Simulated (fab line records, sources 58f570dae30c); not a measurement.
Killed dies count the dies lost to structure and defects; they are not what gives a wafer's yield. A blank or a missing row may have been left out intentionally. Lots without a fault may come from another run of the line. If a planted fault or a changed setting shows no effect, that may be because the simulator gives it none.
Matching of chambers	flow berkeley_cmos170	4 sister chambers for UCB170_V2_CMP_02 on cmp-01
The step polishes SiO2. 16 wafers are shown with their chamber, then 8 later ones without.

## WAFERS PAIRED WITH THEIR CHAMBERS
wafer	chamber	motor_current_A (A)	slurry_filter_dp_kPa (kPa)
L161.3	2	15.6	13.58
L161.5	1	20.7	13.43
L161.6	2	15.3	13.53
L169.2	2	15.3	13.61
L169.5	1	20.2	13.69
L169.6	0	14.2	13.35
L173.1	2	15.1	13.30
L173.5	3	18.9	13.51
L173.6	2	16.1	13.45
L178.2	1	19.4	13.44
L178.3	3	18.1	13.40
L178.4	2	15.0	13.41
L175.1	2	14.7	13.96
L175.3	1	19.6	13.44
L175.4	3	17.1	13.67
L176.2	3	20.0	13.67

SIGNATURES (means of the wafers above)
reading	chamber 0	chamber 1	chamber 2	chamber 3	scatter within a chamber
motor_current_A	14.200	19.975	15.300	18.525	0.752
slurry_filter_dp_kPa	13.3500	13.5000	13.5486	13.5625	0.175
Rule: for a wafer and a chamber, the distance is found by dividing, reading by reading, the gap between the wafer's reading and the chamber's mean by the reading's scatter, squaring, summing and taking the root. The wafer belongs to the nearest chamber; if the next one is less than 2 further off, it can't be placed. How the scatter is found: for the shown wafers, subtract from each reading the mean of its chamber, square and add these, divide the total by (wafers less chambers), then take the root.

## WAFERS MISSING THEIR CHAMBER
wafer	motor_current_A (A)	slurry_filter_dp_kPa (kPa)
L176.5	15.7	13.36
L176.6	18.0	13.72
L181.2	13.6	13.31
L181.3	20.3	13.30
L181.6	15.6	13.56
L183.1	19.1	13.43
L183.4	18.7	13.32
L183.5	18.6	13.81

## WHICH CHAMBER EACH WENT THROUGH
wafer	from the rows above	in truth
L176.5	can't be placed: 2 or 0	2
L176.6	can't be placed: 3 or 1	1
L181.2	can't be placed: 0 or 2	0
L181.3	can't be placed: 1 or 3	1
L181.6	can't be placed: 2 or 0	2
L183.1	can't be placed: 3 or 1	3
L183.4	can't be placed: 3 or 1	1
L183.5	can't be placed: 3 or 1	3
0 of 8 placed correctly. These rows do not allow placing 8 (true chamber among the candidates in 8). Number placed wrongly: 0.
